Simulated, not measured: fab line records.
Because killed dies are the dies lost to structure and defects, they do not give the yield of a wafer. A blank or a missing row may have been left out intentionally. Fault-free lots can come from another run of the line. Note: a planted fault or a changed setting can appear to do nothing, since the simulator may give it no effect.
fab line records | flow rit_cmos
record: lots: 7 wafers: 21 last_day: 7
route steps=202 shown CONTACT@178 M1@184
lots with no fault: from the same line, run without faults
start_h: hours from the record's first day to the start of the lot's first wafer shown | wait_h: how many hours have passed since the lot's step before this one | " repeats the value in the row above | L1.1+2: a row that stands for several wafers | - value missing, or start not given | * or withheld: withheld | < > ~ a bound
route shown NAME@n: names a module that has steps shown in the file, with the first one's number in the route | usual: average and standard deviation across the fault-free wafers | same: alike in all rows | chamber/n: place in a boat | sites: readings site by site | _std_site: how widely they spread, as a standard deviation | _edge_site: the outer-site mean with the inner-site mean subtracted | radius_mm: how far each site lies from the wafer's centre | mask NAME#n: copy n | behind: the last tool/chamber to shape the wafer | hold: the reason the lot was held/the length of the hold in hours/how it ended | device: names the non-switching transistor (n, p or np) | end of line: the tests these same wafers got at the end of their route | a step with no rows: only its recipe | killed: not the wafer's yield, but the dies lost to structure and defects at the first sort | map: a wafer's dies, marking killed ones x, the rest . and places with no die _
set.NAME: setting as actually run; set.NAME@STEP: the setting as run at that earlier step | model.NAME: the simulator's own value behind a step, which no gauge read
lots at some steps of the route; a table a step, a row a wafer
services: the hour from which a tool's chamber was out of use, counted from the record's first day as start_h (under 0 if before that day), plus the number of hours and why
== steps ==
step: RIT_CONTACT_HARDBAKE_10
recipe: resist: NOVOLAK temp_c: 140 time_s: 60
step: RIT_CONTACT_ETCH_11
recipe: target_depth_a: 4800 over_etch_frac: 0.2 stop_on: TiSi2 chemistry: CHF3/CF4/Ar target: SiO2 CHF3_flow_sccm: 50 cf4_flow_sccm: 10 Ar_flow_sccm: 100 O2_flow_sccm: 5 pressure_mtorr: 100 rf_w: 200 time_s: 320
usual: drypump_motor_current_A: 5.7/0.5 mfc_ar_sccm: 100.0/0.31 oes_product_au: 0.988/0.019 throttle_valve_pct: 8.85/0.14
columns lot.wafer tool chamber start_h wait_h drypump_motor_current_A mfc_ar_sccm oes_product_au rf_hours_counter_h throttle_valve_pct
L985.1 rie_diel-03 2 87.83 0.1 6.1 100.0 1.008 57 8.96
L985.3 " 3 " " 6.5 99.9 0.982 36 8.64
L985.4 " 0 " " 6.2 100.0 1.001 22 8.91
L990.1 rie_diel-01 0 115.04 0.1 5.4 100.1 0.998 84 9.04
L990.3 " 1 " " 6.3 99.4 0.956 151 9.03
L990.4 " 2 " " 5.1 99.7 0.951 123 8.79
L991.3 rie_diel-03 0 118.30 0.1 6.2 100.2 0.989 23 8.92
L991.4 " 0 " " 6.2 100.0 0.994 - 8.92
L991.5 " 3 " " 6.5 99.5 0.982 - 8.65
L992.1 rie_diel-03 3 124.29 0.1 6.5 100.0 0.970 37 8.65
L992.2 " 2 " " 6.1 100.3 1.001 57 8.95
L992.5 " 0 " " 6.2 100.2 0.998 - 8.90
L993.3 rie_diel-02 0 127.68 0.1 5.9 100.6 0.985 102 8.65
L993.4 " 2 " " 5.3 100.5 1.018 56 8.80
L993.5 " 2 " " 5.3 99.5 1.020 - 8.81
L995.1 rie_diel-03 2 135.81 0.1 6.1 100.1 1.008 58 8.96
L995.2 " 0 " " 6.2 100.3 0.993 24 8.92
L995.6 " 0 " " 6.1 100.2 1.003 - 8.92
L999.2 rie_diel-02 1 157.20 0.1 5.9 99.5 0.993 35 8.85
L999.3 " 0 " " 5.9 99.9 0.983 103 8.67
L999.6 " 1 " " 5.9 99.6 0.990 - 8.83
step: RIT_CONTACT_STRIP_12
recipe: chemistry: O2 time_s: 180 resist: NOVOLAK platen_temp_c: withheld power_w: 500 pressure_mtorr: 4000 o2_flow_sccm: 4000
usual: drypump_motor_current_A: 5.5/0.36
columns lot.wafer tool chamber start_h wait_h drypump_motor_current_A rf_hours_counter_h
L985.1 plasma_asher-04 1 88.02 0.1 5.5 46
L985.3 " 0 " " 5.8 -
L985.4 " 1 " " 5.5 -
L990.1 plasma_asher-03 0 115.23 0.1 4.8 49
L990.3 " 0 " " 4.9 -
L990.4 " 1 " " 5.7 -
L991.3 plasma_asher-03 0 118.55 0.2 4.8 -
L991.4 " 1 " " 5.7 -
L991.5 " 0 " " 4.8 -
L992.1 plasma_asher-03 0 124.49 0.1 4.8 50
L992.2 " 1 " " 5.7 50
L992.5 " 1 " " 5.8 -
L993.3 plasma_asher-02 1 127.93 0.2 5.7 -
L993.4 " 0 " " 5.3 -
L993.5 " 1 " " 5.7 -
L995.1 plasma_asher-03 1 136.01 0.1 5.7 51
L995.2 " 0 " " 4.8 51
L995.6 " 0 " " 4.8 -
L999.2 plasma_asher-03 0 157.40 0.1 4.8 53
L999.3 " 1 " " 5.7 -
L999.6 " 1 " " 5.7 -
step: RIT_CONTACT_CD_MEAS_90
recipe: target_cd_nm: 1000
usual: cd_nm: 1000.2/2.3
columns lot.wafer tool chamber start_h wait_h cd_nm
L985.1 cd_sem-01 - 88.20 0.1 1000.3
L985.3 " - " " 999.2
L985.4 " - " " 999.7
L990.1 cd_sem-01 - 115.41 0.1 997.0
L990.3 " - " " 998.1
L990.4 " - " " 995.3
L991.3 cd_sem-01 - 118.71 0.1 995.7
L991.4 " - " " 997.0
L991.5 " - " " 997.3
L992.1 cd_sem-02 - 124.66 0.1 1003.7
L992.2 " - " " 1000.0
L992.5 " - " " 1000.6
L993.3 cd_sem-01 - 128.09 0.1 995.2
L993.4 " - " " 996.4
L993.5 " - " " 996.3
L995.1 cd_sem-01 - 136.18 0.1 997.8
L995.2 " - " " 1000.3
L995.6 " - " " 1000.6
L999.2 cd_sem-01 - 157.59 0.1 999.4
L999.3 " - " " 1000.4
L999.6 " - " " 999.7
step: RIT_CONTACT_CLEAN_13
recipe: chemistry: SC1 mix: 3:3:50 time_s: 600 temp_c: 75
step: RIT_CONTACT_CLEAN_14
recipe: chemistry: SC2 mix: 3:3:50 time_s: 600 temp_c: 75 dry: n2_spin
step: RIT_M1_SPUTTER_00
recipe: material: Al target_thk_nm: 400 power_w: 2000 chamber_pressure_pa: 0.4 gas: Ar time_s: 500 substrate_temp_c: 25
usual: throttle_valve_pct: 29.8/0.82
columns lot.wafer tool chamber start_h wait_h throttle_valve_pct
L985.1 pvd_sputter-02 - 88.68 0.0 29.1
L985.3 " - " " 28.6
L985.4 " - " " 31.2
L990.1 pvd_sputter-04 - 115.89 0.0 30.2
L990.3 " - " " 29.0
L990.4 " - " " 29.8
L991.3 pvd_sputter-02 - 119.14 0.0 28.7
L991.4 " - " " 29.3
L991.5 " - " " 31.1
L992.1 pvd_sputter-04 - 125.15 0.0 30.4
L992.2 " - " " 29.9
L992.5 " - " " 29.1
L993.3 pvd_sputter-02 - 128.52 0.0 28.9
L993.4 " - " " 30.6
L993.5 " - " " 28.7
L995.1 pvd_sputter-02 - 136.67 0.0 31.2
L995.2 " - " " 30.6
L995.6 " - " " 31.0
L999.2 pvd_sputter-02 - 158.04 0.0 29.4
L999.3 " - " " 30.2
L999.6 " - " " 30.5
step: RIT_M1_RS_MEAS_01
recipe: thk_meas_gauge: four-point-probe reads: Al_of_M1_SPUTTER_00
usual: M1_AL_RS: 0.0734/0.0011
columns lot.wafer tool chamber start_h wait_h M1_AL_RS[ohm/sq]
L985.1 film_metro-03 - 88.98 0.1 0.0734
L985.3 " - " " 0.0736
L985.4 " - " " 0.0750
L990.1 film_metro-03 - 116.19 0.1 0.0722
L990.3 " - " " 0.0716
L990.4 " - " " 0.0732
L991.3 film_metro-02 - 119.47 0.2 0.0747
L991.4 " - " " 0.0749
L991.5 " - " " 0.0754
L992.1 film_metro-02 - 125.44 0.1 0.0727
L992.2 " - " " 0.0722
L992.5 " - " " 0.0717
L993.3 film_metro-03 - 128.85 0.2 0.0731
L993.4 " - " " 0.0724
L993.5 " - " " 0.0732
L995.1 film_metro-02 - 136.96 0.1 0.0747
L995.2 " - " " 0.0732
L995.6 " - " " 0.0756
L999.2 film_metro-01 - 158.35 0.2 0.0742
L999.3 " - " " 0.0723
L999.6 " - " " 0.0730
step: RIT_M1_THK_MEAS_02
recipe: thk_meas_gauge: xrf reads: Al_of_M1_SPUTTER_00
usual: M1_AL_THK: 396/6.4
columns lot.wafer tool chamber start_h wait_h M1_AL_THK[nm]
L985.1 film_metro-03 - 89.10 0.1 394
L985.3 " - " " 392
L985.4 " - " " 386
L990.1 film_metro-03 - 116.31 0.1 402
L990.3 " - " " 404
L990.4 " - " " 394
L991.3 film_metro-02 - 119.57 0.1 389
L991.4 " - " " 387
L991.5 " - " " 383
L992.1 film_metro-02 - 125.56 0.1 396
L992.2 " - " " 400
L992.5 " - " " 403
L993.3 film_metro-03 - 128.95 0.1 398
L993.4 " - " " 401
L993.5 " - " " 396
L995.1 film_metro-02 - 137.08 0.1 389
L995.2 " - " " 397
L995.6 " - " " 384
L999.2 film_metro-01 - 158.46 0.1 392
L999.3 " - " " 403
L999.6 " - " " 398
step: RIT_M1_HMDS_03
recipe: prime_time_s: 60 prime_temp_c: 140
step: RIT_M1_COAT_04
recipe: resist: NOVOLAK spin_rpm: 2000 resist_thk_nm: 1300
step: RIT_M1_SOFTBAKE_05
recipe: resist: NOVOLAK temp_c: 90 time_s: 60
step: RIT_M1_EXPOSE_06
recipe: mask_id: M12 na: 0.6 source_shape: conventional sigma_outer: 0.5 target_cd_nm: 2600 dose_mj: 253
usual: exposure_dose_mJ_cm2: 249.87/0.28 focus_offset_nm: -0.2/0.55 na: 0.6/0
columns lot.wafer tool chamber start_h wait_h mask exposure_dose_mJ_cm2 focus_offset_nm na
L985.1 iline_stepper-01 0 89.73 0.2 M12#0 250.35 -0.3 0.6
L985.3 " 0 " " M12#0 249.95 0.0 0.6
L985.4 " 0 " " M12#0 249.90 -0.7 0.6
L990.1 iline_stepper-02 0 117.00 0.3 M12#0 249.68 -0.9 0.6
L990.3 " 0 " " M12#0 249.65 -0.2 0.6
L990.4 " 0 " " M12#0 249.61 0.0 0.6
L991.3 iline_stepper-01 - 120.23 0.2 M12#0 - - -
L991.4 " - " " M12#0 - - -
L991.5 " - " " M12#0 - - -
L992.1 iline_stepper-02 - 126.20 0.2 M12#0 - - -
L992.2 " - " " M12#0 - - -
L992.5 " - " " M12#0 - - -
L993.3 iline_stepper-01 - 129.61 0.2 M12#0 - - -
L993.4 " - " " M12#0 - - -
L993.5 " - " " M12#0 - - -
L995.1 iline_stepper-01 0 137.72 0.2 M12#0 249.37 -0.8 0.6
L995.2 " 0 " " M12#0 249.29 -0.4 0.6
L995.6 " 0 " " M12#0 249.28 0.2 0.6
L999.2 iline_stepper-02 0 158.98 0.1 M12#0 249.98 -0.2 0.6
L999.3 " 0 " " M12#0 249.80 -0.3 0.6
L999.6 " 0 " " M12#0 249.87 0.0 0.6
step: RIT_M1_PEB_07
recipe: resist: NOVOLAK temp_c: withheld time_s: withheld
== services ==
columns tool chamber start_h hours kind
rie_diel-03 0 64.49 8.8 repair
rie_diel-02 2 65.04 6.8 repair
rie_diel-03 1 70.39 5.8 repair
pvd_sputter-04 - 72.06 4.4 repair
rie_diel-02 2 76.23 7.0 repair
iline_stepper-01 - 92.55 2.1 pm
iline_stepper-01 - 94.64 - consumable_replace:lamp
iline_stepper-01 - 95.12 1.7 pm
iline_stepper-01 0 95.21 - calibration
rie_diel-03 3 98.50 4.9 repair
rie_diel-03 1 103.35 - clean
rie_diel-03 1 103.35 17.5 scheduled_down
rie_diel-03 1 103.35 17.5 vent_cycle
rie_diel-01 - 103.56 0.9 repair
plasma_asher-04 - 108.75 9.0 pm
plasma_asher-04 0 108.75 9.0 vent_cycle
plasma_asher-04 1 108.75 9.0 vent_cycle
plasma_asher-04 0 117.75 - clean
plasma_asher-04 1 117.75 - clean
plasma_asher-02 - 122.05 2.1 repair
iline_stepper-02 - 134.84 8.9 pm
rie_diel-01 1 149.21 - clean
iline_stepper-02 0 153.96 - calibration
== key ==
first_sign: step: RIT_M1_EXPOSE_06 reading: tool_record direction: missing
effect none on later readings
met_at RIT_M1_EXPOSE_06
struck_wafers L991.3,L991.4,L991.5,L992.1,L992.2,L992.5,L993.3,L993.4,L993.5
later_rows_left_out L991.3,L991.4,L991.5,L992.1,L992.2,L992.5,L993.3,L993.4,L993.5
sort_left_out L991.3,L991.4,L991.5,L992.1,L992.2,L992.5,L993.3,L993.4,L993.5
onset_between 117.00 120.23
fault: kind: skipped_step_whole tool: iline_stepper-01,iline_stepper-02 chamber: - onset_h: 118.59 steps: RIT_M1_EXPOSE_06 scope: struck_lots_only
sort_left_out: the simulated sort isn't trusted on such a fault, so these wafers' sort isn't shown, and their yield isn't known
later_rows_left_out: the simulator's readings of these wafers behind a module that went badly wrong aren't trusted and aren't shown, but for the sort
